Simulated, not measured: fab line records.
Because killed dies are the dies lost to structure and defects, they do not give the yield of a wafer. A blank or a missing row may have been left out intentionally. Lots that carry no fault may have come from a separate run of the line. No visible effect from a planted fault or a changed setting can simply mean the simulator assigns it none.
A struck lot beside a sound one | flow berkeley_cmos170 | 16 out of 331 route steps
Sound: these wafers, L843.1, L843.4, L843.6. Wafers L857.2, L857.3, L857.5 were the ones struck. At the end, the cause is stated.
For every step that has rows: the tool of each side, followed by ch and its chambers, followed by its first start. Under that, the readings that differ: sound wafers | struck wafers | difference of the means | sigmas: that difference in standard deviations of wafers without a fault.
alike: a reading whose means differ by less than 2 such deviations, as well as words and numbers matching on both sides. not compared: withheld readings; readings where some wafer has no value; bounds like >300 that might hide an equal value; numbers whose values overlap and for which the record gives no deviation.
A row with sigmas, a row that says differs or no value, or rows on one side alone: a step with any of these is where the two part. Numbers that don't overlap but have no deviation are shown without sigmas and don't part them. A reading missing from all wafers of one side parts the sides only when that side holds two or more wafers.

first, 2 steps without rows for these wafers: UCB170_GATE_ANNEAL_03 (time 1800 s); UCB170_GATE_CVD_04 (deposits poly-Si from SiH4, time 1440 s, target thk 214 nm).
UCB170_GATE_THK_MEAS_05:
  struck on film_metro-02, day 9 21:17; sound on film_metro-02, day 7 04:20
  alike: GATE_POLY_THK
then, 6 steps without rows for these wafers: UCB170_GATE_COAT_06; UCB170_GATE_COAT_07 (resist thk 900 nm); UCB170_GATE_SOFTBAKE_08 (time 60 s); UCB170_GATE_EXPOSE_09 (exposes mask POLY, target cd 350 nm); UCB170_GATE_PEB_10; UCB170_GATE_DEVELOP_11 (develop time 45 s).
UCB170_GATE_CD_MEAS_12 targets a cd of 350 nm.
  struck on cd_sem-01, day 9 22:19; sound on cd_sem-02, day 7 06:13
  alike: cd_nm
UCB170_GATE_OVL_MEAS_13:
  struck on overlay-02, day 9 22:26; sound on overlay-01, day 7 06:20
  alike: GATE_OVL
UCB170_GATE_ETCH_14: etches BARC in N2/H2.
  sound on rie_diel-03 ch 1,2,3, day 7 06:22; struck on rie_diel-03 ch 0,1,2, day 9 22:28
  alike: bias_w, chamber_pressure_mTorr, drypump_motor_current_A, oes_product_au, throttle_valve_pct
UCB170_GATE_ETCH_15: etches poly-Si in HBr/Cl2, stops on SiO2, time 56.3 s, target depth 278.2 nm.
  sound on rie_si-01 ch 0,1, day 7 06:25; struck on rie_si-02 ch 1,2,3, day 9 22:30
  no value came back on the struck wafers for any of 5 readings (HBr_flow_sccm (sccm), bias_w (W) and others); on the sound wafers HBr_flow_sccm (sccm) reads 149.9 149.6 150.1
  reading                               | sound             | struck            | difference | sigmas
  model.KrF_of_GATE_COAT_07.thk_nm (nm) | 782.4 776.4 781.9 | 890.5 891.7 895.1 | +112.2     |
  not compared: rf_hours_counter_h
UCB170_GATE_STRIP_16: strips in O2.
  sound on plasma_asher-01 ch 0,1, day 7 06:28; struck on plasma_asher-04 ch 0,1, day 9 22:33
  alike: drypump_motor_current_A, oes_product_au
  not compared: rf_hours_counter_h
UCB170_GATE_CD_MEAS_90 targets a cd of 350 nm.
  struck on cd_sem-02, day 9 22:40; sound on cd_sem-01, day 7 06:34
  reading    | sound             | struck | difference                    | sigmas
  cd_nm (nm) | 351.8 350.9 350.1 | - - -  | no value on the struck wafers |
then, 1 step without rows for these wafers: UCB170_GATE_CLEAN_17 (cleans in SPM, time 600 s).

== WHERE THEY PART ==
Last at UCB170_GATE_CD_MEAS_90 as far as this record goes, first at UCB170_GATE_ETCH_15.

WHY: what had been put in by the simulator
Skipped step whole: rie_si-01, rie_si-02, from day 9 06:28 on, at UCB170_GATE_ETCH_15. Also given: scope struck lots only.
